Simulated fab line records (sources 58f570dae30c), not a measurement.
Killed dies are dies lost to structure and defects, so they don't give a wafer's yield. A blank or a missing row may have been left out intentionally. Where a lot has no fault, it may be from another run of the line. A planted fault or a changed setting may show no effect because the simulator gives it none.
One fault seen from 2 desks ; flow berkeley-cmos170 ; numbers are kept per desk, each desk with only its own; the story behind them comes last

## TOOL OWNER'S DESK, furnace-01
At UCB170_SPACER_ANNEAL_02 (time 1800 s), the tool's own readings, given per lot that ran on this tool as the mean of the sampled wafers with a number. A lot is out of limits, marked OUT, if its mean lies more than 4 standard deviations from the usual mean; the brackets give that distance.
Columns: A = spike-tc-centre-C at UCB170_SPACER_ANNEAL_02, usual 902.9 C; B = spike-tc-source-C at UCB170_SPACER_ANNEAL_02, usual 923.2 C; C = zone-power-centre-pct at UCB170_SPACER_ANNEAL_02, usual 39.9 %
lot;first seen here;A;B;C
L229;day 6 23:42;902.6;922.0;38.5
L235;day 8 01:13;902.9;921.1;38.4
L236;day 8 01:13;902.9;921.7;38.6
L237;day 8 10:55;903.0;921.5;38.7
L238;day 8 10:55;903.5;921.5;38.5
L242;day 9 15:06;902.9;922.6;38.3
L244;day 10 02:52;867.4 (-37) OUT;922.4;24.9 (-6.8) OUT
L248;day 10 22:44;867.9 (-37) OUT;922.9;25.3 (-6.7) OUT
L249;day 10 22:44;868.8 (-36) OUT;923.7;25.2 (-6.7) OUT
Finding of this desk: L244, L248, L249 out of limits; the first was L244 at day 10 02:52, on spike-tc-centre-C at UCB170_SPACER_ANNEAL_02. L229, L235, L236, L237, L238, L242: within limits.

## FROM THE METROLOGY DESK
Lot by lot, what the gauges showed, no matter which tool ran the lot: averages of those sampled wafers that carry a number. A lot is out of limits, marked OUT, if its mean lies more than 4 standard deviations from the usual mean; the brackets give that distance.
Columns: A = GATE_OXIDE_THK at UCB170_GATE_THK_MEAS_02, usual 6.57 nm; B = cd-nm at UCB170_GATE_CD_MEAS_12, usual 349.8 nm; C = PSD_RS at UCB170_SDANNEAL_RS_MEAS_02, usual 75.44 ohm/sq
lot;first seen here;A;B;C
L226;day 5 09:14;6.60;351.4;75.35
L229;day 6 07:58;6.53;349.1;75.69
L234;day 6 21:43;6.70;347.9;75.40
L235;day 7 12:44;6.53;349.6;75.41
L236;day 7 12:44;6.56;347.9;75.45
L237;day 7 19:41;6.71;351.5;75.21
L238;day 7 19:41;6.69;351.1;75.25
L239;day 8 13:55;6.47;348.2;75.38
L241;day 8 13:59;6.63;351.6;75.37
L242;day 8 22:28;6.63;352.0;75.41
L244;day 9 10:46;6.42;348.6;75.40
L245;day 9 19:18;6.43;349.8;74.86
L247;day 10 02:42;6.47;349.8;75.63
L249;day 10 08:09;6.54;352.6;75.48
L248;day 10 08:10;6.53;348.7;75.08
This desk found nothing out of limits on any of the 15 lots.

## ALL TOGETHER
At day 10 02:52, on L244, L248, L249, the tool owner's desk was in a position to raise an alarm.
At the metrology desk, nothing out of limits was observed.
The metrology desk holds a record of L244, L248, L249, inside its limits.
On furnace-01, each named lot ran UCB170_SPACER_ANNEAL_02.

## WHAT THE SIMULATOR PUT IN
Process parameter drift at UCB170_SPACER_ANNEAL_02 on furnace-01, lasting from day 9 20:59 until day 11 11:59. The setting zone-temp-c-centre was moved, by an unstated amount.
Shown lots that were struck: L244, L248, L249.
How many hours passed from the start of the fault until each desk's first out-of-limits reading: the tool owner's desk, 6.
